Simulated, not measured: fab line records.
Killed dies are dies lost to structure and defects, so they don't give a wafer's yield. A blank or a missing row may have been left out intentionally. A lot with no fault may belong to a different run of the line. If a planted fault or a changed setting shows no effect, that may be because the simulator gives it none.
Matching of chambers || flow berkeleyCmos170 || 4 sister chambers for UCB170_FIELD_WET_ETCH_04 on wetBench-02
The step etches SiO2 in dHF, time 60 s. 24 wafers are shown with their chamber, then 12 later ones without.

WAFERS, EACH WITH ITS CHAMBER
{"wafer": "L172.3", "chamber": 0, "bathHeatDutyPct (%)": 5.0}
{"wafer": "L172.4", "chamber": 0, "bathHeatDutyPct (%)": 5.2}
{"wafer": "L172.5", "chamber": 0, "bathHeatDutyPct (%)": 4.7}
{"wafer": "L174.2", "chamber": 3, "bathHeatDutyPct (%)": 5.1}
{"wafer": "L174.4", "chamber": 3, "bathHeatDutyPct (%)": 5.8}
{"wafer": "L174.5", "chamber": 3, "bathHeatDutyPct (%)": 6.6}
{"wafer": "L175.1", "chamber": 0, "bathHeatDutyPct (%)": 4.9}
{"wafer": "L175.5", "chamber": 0, "bathHeatDutyPct (%)": 5.6}
{"wafer": "L175.6", "chamber": 0, "bathHeatDutyPct (%)": 5.6}
{"wafer": "L177.1", "chamber": 2, "bathHeatDutyPct (%)": 7.3}
{"wafer": "L177.4", "chamber": 2, "bathHeatDutyPct (%)": 7.2}
{"wafer": "L177.6", "chamber": 2, "bathHeatDutyPct (%)": 7.3}
{"wafer": "L180.1", "chamber": 2, "bathHeatDutyPct (%)": 7.7}
{"wafer": "L180.4", "chamber": 2, "bathHeatDutyPct (%)": 6.5}
{"wafer": "L180.5", "chamber": 2, "bathHeatDutyPct (%)": 7.2}
{"wafer": "L181.1", "chamber": 2, "bathHeatDutyPct (%)": 6.7}
{"wafer": "L181.2", "chamber": 2, "bathHeatDutyPct (%)": 7.8}
{"wafer": "L181.4", "chamber": 2, "bathHeatDutyPct (%)": 8.0}
{"wafer": "L182.2", "chamber": 0, "bathHeatDutyPct (%)": 5.6}
{"wafer": "L182.4", "chamber": 0, "bathHeatDutyPct (%)": 5.3}
{"wafer": "L182.6", "chamber": 0, "bathHeatDutyPct (%)": 5.6}
{"wafer": "L188.4", "chamber": 1, "bathHeatDutyPct (%)": 6.6}
{"wafer": "L188.5", "chamber": 1, "bathHeatDutyPct (%)": 6.1}
{"wafer": "L188.6", "chamber": 1, "bathHeatDutyPct (%)": 5.9}

SIGNATURES, as means of the wafers listed above
{"reading": "bathHeatDutyPct", "chamber 0": 5.278, "chamber 1": 6.200, "chamber 2": 7.300, "chamber 3": 5.833, "scatter within a chamber": 0.463}
Rule: for a wafer and a chamber, the distance is found by dividing, reading by reading, the gap between the wafer's reading and the chamber's mean by the reading's scatter, squaring, summing and taking the root. The wafer belongs to the nearest chamber; if the next one is less than 2 further off, it can't be placed. The scatter: take each reading less its chamber's mean, square it, sum over the shown wafers, divide by the number of wafers less the number of chambers, and take the root.

WAFERS WITH NO CHAMBER GIVEN
{"wafer": "L189.4", "bathHeatDutyPct (%)": 6.6}
{"wafer": "L189.5", "bathHeatDutyPct (%)": 5.9}
{"wafer": "L189.6", "bathHeatDutyPct (%)": 7.1}
{"wafer": "L191.1", "bathHeatDutyPct (%)": 5.0}
{"wafer": "L191.3", "bathHeatDutyPct (%)": 4.7}
{"wafer": "L191.5", "bathHeatDutyPct (%)": 4.7}
{"wafer": "L192.1", "bathHeatDutyPct (%)": 5.8}
{"wafer": "L192.2", "bathHeatDutyPct (%)": 5.1}
{"wafer": "L192.5", "bathHeatDutyPct (%)": 6.5}
{"wafer": "L193.1", "bathHeatDutyPct (%)": 5.5}
{"wafer": "L193.4", "bathHeatDutyPct (%)": 5.2}
{"wafer": "L193.6", "bathHeatDutyPct (%)": 5.4}

EACH ONE'S CHAMBER
{"wafer": "L189.4", "from the rows above": "can't be placed: 1 or 2 or 3 or 0", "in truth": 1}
{"wafer": "L189.5", "from the rows above": "can't be placed: 3 or 1 or 0", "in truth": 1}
{"wafer": "L189.6", "from the rows above": "can't be placed: 2 or 1", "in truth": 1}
{"wafer": "L191.1", "from the rows above": "can't be placed: 0 or 3 or 1", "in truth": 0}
{"wafer": "L191.3", "from the rows above": "can't be placed: 0 or 3 or 1", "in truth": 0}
{"wafer": "L191.5", "from the rows above": "can't be placed: 0 or 3 or 1", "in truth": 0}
{"wafer": "L192.1", "from the rows above": "can't be placed: 3 or 1 or 0", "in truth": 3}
{"wafer": "L192.2", "from the rows above": "can't be placed: 0 or 3 or 1", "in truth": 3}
{"wafer": "L192.5", "from the rows above": "can't be placed: 1 or 3 or 2 or 0", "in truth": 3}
{"wafer": "L193.1", "from the rows above": "can't be placed: 0 or 3 or 1", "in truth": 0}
{"wafer": "L193.4", "from the rows above": "can't be placed: 0 or 3 or 1", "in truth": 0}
{"wafer": "L193.6", "from the rows above": "can't be placed: 0 or 3 or 1", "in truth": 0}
Correctly placed: 0 of 12. Not placeable from these rows: 12 (in 12, the candidates include the true chamber). Wrongly placed: 0.
